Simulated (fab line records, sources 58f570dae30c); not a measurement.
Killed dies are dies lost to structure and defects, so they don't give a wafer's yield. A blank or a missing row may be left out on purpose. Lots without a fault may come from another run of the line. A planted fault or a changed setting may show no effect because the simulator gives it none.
Split-lot experiment | flow berkeley_cmos170 | 5 lots, 23 wafers read, on a route of 331 steps

THE SPLIT
At UCB170_CONTACT_COAT_04 (resist thk 900 nm), the setting spin_rpm was moved away from the recipe's 1500 rpm on 10 of the 23 wafers read, by -2.5% to +6.6%. The other wafers ran this setting at the recipe's value.

The reading is taken at the split's own step.

THE READING
KrF_of_CONTACT_COAT_04.thk_nm (the simulator's own value, which no gauge read), in nm, at UCB170_CONTACT_COAT_04 (resist thk 900 nm). The file gives no usual value for it. The 13 wafers here that ran the recipe average 898.1 nm, standard deviation 1.8 nm.

wafer  | tool, chamber at the split | spin_rpm as run, rpm | against the recipe | KrF_of_CONTACT_COAT_04.thk_nm, nm | against lot-mates on the recipe
L074.1 | litho_track-03, 0          | 1592                 | +6.1%              | 868.2                             | -27.8
L074.2 | litho_track-03, 0          | 1592                 | +6.1%              | 868.2                             | -27.8
L074.3 | litho_track-03, 0          | 1500                 | recipe             | 897.1                             | -
L074.4 | litho_track-03, 0          | 1500                 | recipe             | 895                               | -
L074.6 | litho_track-03, 0          | 1592                 | +6.1%              | 870.1                             | -25.9
L079.1 | litho_track-03, 0          | 1500                 | recipe             | 896.6                             | -
L079.2 | litho_track-03, 0          | 1599                 | +6.6%              | 870.9                             | -27.1
L079.3 | litho_track-03, 0          | 1500                 | recipe             | 899.7                             | -
L079.4 | litho_track-03, 0          | 1500                 | recipe             | 897.6                             | -
L079.5 | litho_track-03, 0          | 1599                 | +6.6%              | 870.7                             | -27.3
L080.1 | litho_track-04, 0          | 1500                 | recipe             | 901                               | -
L080.2 | litho_track-04, 0          | 1462                 | -2.5%              | 913.5                             | +13.3
L080.3 | litho_track-04, 0          | 1462                 | -2.5%              | 912.8                             | +12.6
L080.4 | litho_track-04, 0          | 1500                 | recipe             | 899.4                             | -
L080.6 | litho_track-04, 0          | 1462                 | -2.5%              | 912.7                             | +12.5
L083.3 | litho_track-01, 0          | 1500                 | recipe             | 898.2                             | -
L083.4 | litho_track-01, 0          | 1500                 | recipe             | 897.6                             | -
L083.5 | litho_track-01, 0          | 1500                 | recipe             | 901.4                             | -
L084.2 | litho_track-01, 0          | 1598                 | +6.5%              | 869.1                             | -28.2
L084.3 | litho_track-01, 0          | 1598                 | +6.5%              | 868.7                             | -28.6
L084.4 | litho_track-01, 0          | 1500                 | recipe             | 898.8                             | -
L084.5 | litho_track-01, 0          | 1500                 | recipe             | 896.5                             | -
L084.6 | litho_track-01, 0          | 1500                 | recipe             | 896.7                             | -

THE FIT
A straight line over all 23 wafers: KrF_of_CONTACT_COAT_04.thk_nm changes by -4.67 nm for each +1% of spin_rpm; r = -0.99; the points scatter about the line by 2.1 nm.
The same after taking each lot's own level away (the mean of its wafers on the recipe; 23 wafers): -4.41 nm for each +1%; r = -1.00; scatter 1.3 nm.
On that fit, the largest move of spin_rpm shifts the reading by 29 nm.
The lots' own levels span 896.05 to 900.20 nm, that is 2.3 times the standard deviation above.
So the lot-to-lot level changes the slope little: the two slopes agree.
Check: with one of the wafers moved furthest among these (+6.6%) left out of the fit, the line predicts -29 nm for it against its lot-mates. It came out at -27.1 nm against them.

OTHER SPLITS ON THESE WAFERS
These wafers also went through other splits before the reading. Each is held against what the fit with the lots' levels taken away leaves over:
other split on the same wafers   | wafers away from the commonest value | r with KrF_of_CONTACT_COAT_04.thk_nm (lot level and that fit taken away)
UCB170_BACKSIDE_STRIP_03 power_w | 4                                    | -0.14

THE WHOLE CHAIN: every reading that the file lists as answering this split, in the file's order
step                    | what it does      | reading                                                                        | change (the file's fit)              | r (the file's)
UCB170_CONTACT_COAT_04  | resist thk 900 nm | KrF_of_CONTACT_COAT_04.thk_nm (the simulator's own value, which no gauge read) | -4.33 nm for each +1% of the setting | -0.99
UCB170_CONTACT_STRIP_06 | strips in O2      | strip_time_to_endpoint_s                                                       | withheld for each +1% of the setting | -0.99

THE FILE'S OWN FIT
KrF_of_CONTACT_COAT_04.thk_nm changes by -4.33 nm for each +1% of spin_rpm, r = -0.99.
